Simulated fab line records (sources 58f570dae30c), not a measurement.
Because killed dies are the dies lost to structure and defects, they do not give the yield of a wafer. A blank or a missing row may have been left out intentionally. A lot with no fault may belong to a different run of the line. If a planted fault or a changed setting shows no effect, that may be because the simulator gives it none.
Matching of chambers || flow berkeley-cmos170 || rie-diel-01 running UCB170_CONTACT_ETCH_17: 4 sister chambers
The step etches BARC in N2/H2. 4 wafers are shown with their chamber, then 8 later ones without.

== WAFERS, EACH WITH ITS CHAMBER ==
{"wafer": "L084.4", "chamber": 0, "drypump-motor-current-A (A)": 5.3}
{"wafer": "L089.4", "chamber": 1, "drypump-motor-current-A (A)": 6.1}
{"wafer": "L088.5", "chamber": 2, "drypump-motor-current-A (A)": 6.0}
{"wafer": "L092.3", "chamber": 3, "drypump-motor-current-A (A)": 5.7}

== WAFERS WITH NO CHAMBER GIVEN ==
{"wafer": "L092.4", "drypump-motor-current-A (A)": 6.0}
{"wafer": "L092.5", "drypump-motor-current-A (A)": 5.8}
{"wafer": "L093.1", "drypump-motor-current-A (A)": 6.1}
{"wafer": "L093.4", "drypump-motor-current-A (A)": 5.8}
{"wafer": "L093.6", "drypump-motor-current-A (A)": 6.1}
{"wafer": "L096.4", "drypump-motor-current-A (A)": 5.8}
{"wafer": "L096.5", "drypump-motor-current-A (A)": 6.0}
{"wafer": "L096.6", "drypump-motor-current-A (A)": 6.0}

== WHICH CHAMBER EACH WENT THROUGH ==
{"wafer": "L092.4", "from the rows above": "can't be placed: 2 or 1", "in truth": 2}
{"wafer": "L092.5", "from the rows above": "can't be placed: 3 or 2", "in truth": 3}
{"wafer": "L093.1", "from the rows above": "can't be placed: 1 or 2", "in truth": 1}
{"wafer": "L093.4", "from the rows above": "can't be placed: 3 or 2", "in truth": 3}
{"wafer": "L093.6", "from the rows above": "can't be placed: 1 or 2", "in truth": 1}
{"wafer": "L096.4", "from the rows above": "can't be placed: 3 or 2", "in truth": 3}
{"wafer": "L096.5", "from the rows above": "can't be placed: 2 or 1", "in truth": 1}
{"wafer": "L096.6", "from the rows above": "can't be placed: 2 or 1", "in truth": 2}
0 of 8 placed correctly. From these rows, 8 cannot be placed; in 8 the true chamber is one of the candidates. 0 placed wrongly.
How it was worked out, from the rows above alone: a wafer's distance from a chamber is the root of the sum, over the readings, of the square of ((its reading less the chamber's mean) divided by the reading's scatter). The wafer belongs to the nearest chamber; if the next one is less than 2 further off, it can't be placed. Each chamber's mean is taken over the wafers shown for it. The scatter: with one shown wafer a chamber, the root of the mean of the squares of how far each hidden wafer lies from its nearest shown one.
